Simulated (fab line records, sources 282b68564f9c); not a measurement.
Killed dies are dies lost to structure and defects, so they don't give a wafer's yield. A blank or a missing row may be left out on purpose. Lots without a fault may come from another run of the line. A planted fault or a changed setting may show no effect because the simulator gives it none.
Which tool did it? | flow rit_cmos | 12 lots, 36 wafers sampled, at 2 steps of a route of 202

WHAT THE GAUGES READ, wafer by wafer
RIT_GATE_THK_MEAS_09.
lot  | measured    | on            | GATE_POLY_THK (nm)
L759 | day 2 16:07 | film_metro-01 | 248.2 248.1 249.8
L760 | day 2 19:02 | film_metro-04 | 250.3 249.5 248.5
L761 | day 3 06:27 | film_metro-01 | 256.5 252.1 253.7
L762 | day 3 12:22 | film_metro-01 | 251.1 250.5 252.6
L766 | day 4 10:00 | film_metro-01 | 155.5 154.0 154.1
L768 | day 4 15:58 | film_metro-04 | 151.6 152.5 152.4
L771 | day 5 04:22 | film_metro-01 | 251.6 252.5 251.1
L772 | day 5 08:26 | film_metro-01 | 256.8 256.0 259.2
L778 | day 6 12:58 | film_metro-04 | 253.9 256.4 255.6
L779 | day 6 19:17 | film_metro-04 | 253.8 253.7 253.3
L780 | day 7 00:47 | film_metro-04 | 256.1 254.7 257.0
L782 | day 7 07:28 | film_metro-01 | 250.4 247.0 249.0

WHICH TOOL RAN EACH LOT (tool, then ch and the chambers of the sampled wafers, then the start)
lot  | RIT_GATE_CVD_08
L759 | lpcvd-01 ch 1, day 2 14:30
L760 | lpcvd-01 ch 0, day 2 17:25
L761 | lpcvd-02 ch 1, day 3 04:50
L762 | lpcvd-02 ch 0, day 3 10:44
L766 | lpcvd-01 ch 0, day 4 07:35
L768 | lpcvd-01 ch 0, day 4 13:31
L771 | lpcvd-02 ch 0, day 5 02:45
L772 | lpcvd-02 ch 1, day 5 06:47
L778 | lpcvd-02 ch 0, day 6 11:20
L779 | lpcvd-02 ch 1, day 6 17:40
L780 | lpcvd-02 ch 0, day 6 23:10
L782 | lpcvd-02 ch 0, day 7 05:50
- RIT_GATE_CVD_08: deposits poly-Si from SiH4, target thk 250 nm, time 2220 s.

WHAT THE TOOLS THEMSELVES READ (means of the sampled wafers that have a number; where no wafer has one, the mark that the record gives instead)
RIT_GATE_CVD_08.
lot  | tool     | pressure_mtorr (mTorr) | spike_tc_centre_C (C) | spike_tc_load_C (C) | spike_tc_source_C (C) | susceptor_temp_C (C) | zone_power_centre_pct (%) | zone_power_source_pct (%)
L759 | lpcvd-01 | 299.7                  | 610.3                 | 630.5               | 631.1                 | 610.0                | 26.0                      | 9.2
L760 | lpcvd-01 | 299.5                  | 613.0                 | 630.4               | 628.0                 | 609.8                | 26.2                      | 10.0
L761 | lpcvd-02 | 300.1                  | 612.4                 | 636.6               | 629.3                 | 610.4                | 27.1                      | 10.0
L762 | lpcvd-02 | 300.0                  | 613.5                 | 631.9               | 627.2                 | 610.0                | 27.0                      | 11.4
L766 | lpcvd-01 | 299.9                  | 592.7                 | 610.4               | 607.7                 | 589.1                | 25.2                      | 9.4
L768 | lpcvd-01 | 299.0                  | 591.3                 | 610.4               | 607.4                 | 588.8                | 25.3                      | 9.5
L771 | lpcvd-02 | 300.2                  | 612.2                 | 632.2               | 625.0                 | 610.1                | 27.1                      | 11.2
L772 | lpcvd-02 | 300.7                  | 613.6                 | 636.7               | 629.2                 | 609.7                | 27.2                      | 9.9
L778 | lpcvd-02 | 300.1                  | 612.7                 | 633.2               | 626.3                 | 610.1                | 27.3                      | 11.4
L779 | lpcvd-02 | 300.1                  | 613.2                 | 636.7               | 629.0                 | 610.1                | 27.1                      | 10.0
L780 | lpcvd-02 | 298.8                  | 612.2                 | 633.1               | 625.8                 | 609.4                | 27.2                      | 11.3
L782 | lpcvd-02 | 300.3                  | 612.1                 | 632.4               | 625.9                 | 610.6                | 27.5                      | 11.3

THE ANSWER, worked out from the rows above alone
Rule: what is usual is taken from the lots themselves. Put in order of their means at a reading, lots are off if they are a third of the lots or fewer, leave a main group of 4 or more, and stand apart from it by a gap of 3 or more times the standard deviation of the main group's means; of several such gaps the widest counts. A main group whose means are all the same, to the digits that the tables above print for the reading, isn't used. A lot without any number at a reading at which 4 lots or more have one is off too. The other lots that the step has rows for count as sound. The gauges are gone through in route order, then the tools' own readings, and for those a lot's mean is taken as printed above. The first step at which some lot is off is used, and at that step the reading that is off furthest; a lot without a number counts as furthest.
Off: L766, L768, at RIT_GATE_THK_MEAS_09 (GATE_POLY_THK). The main group: mean 252.6 nm, standard deviation 2.9.
A tool fits if, at a process step before that reading, it ran every lot that is off, and no sound lot after the first of them. The gauges at RIT_GATE_THK_MEAS_09 aren't tried: what is off there is off at RIT_GATE_CVD_08 too, on other tools, and a gauge's error can't cause that. One fits: lpcvd-01 at RIT_GATE_CVD_08. Its last sound lot is L760 (day 2 17:25), its first lot that is off L766 (day 4 07:35): a fault that began between those two fits.
The tool's own readings at RIT_GATE_CVD_08 bear it out: on the lots that are off they differ by more than 5 times the standard deviation of the sound lots' means. spike_tc_centre_C reads 592.0 C there against 612.5 C on the sound lots; spike_tc_load_C reads 610.4 C there against 633.4 C on the sound lots; spike_tc_source_C reads 607.5 C there against 627.7 C on the sound lots; susceptor_temp_C reads 589.0 C there against 610.0 C on the sound lots.

WHAT THE SIMULATOR HAD PUT IN
Process parameter drift: lpcvd-01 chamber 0, from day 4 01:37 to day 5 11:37, at RIT_GATE_CVD_08. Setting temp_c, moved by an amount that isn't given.
Lots struck among those shown: L766, L768. The rule above found the same.
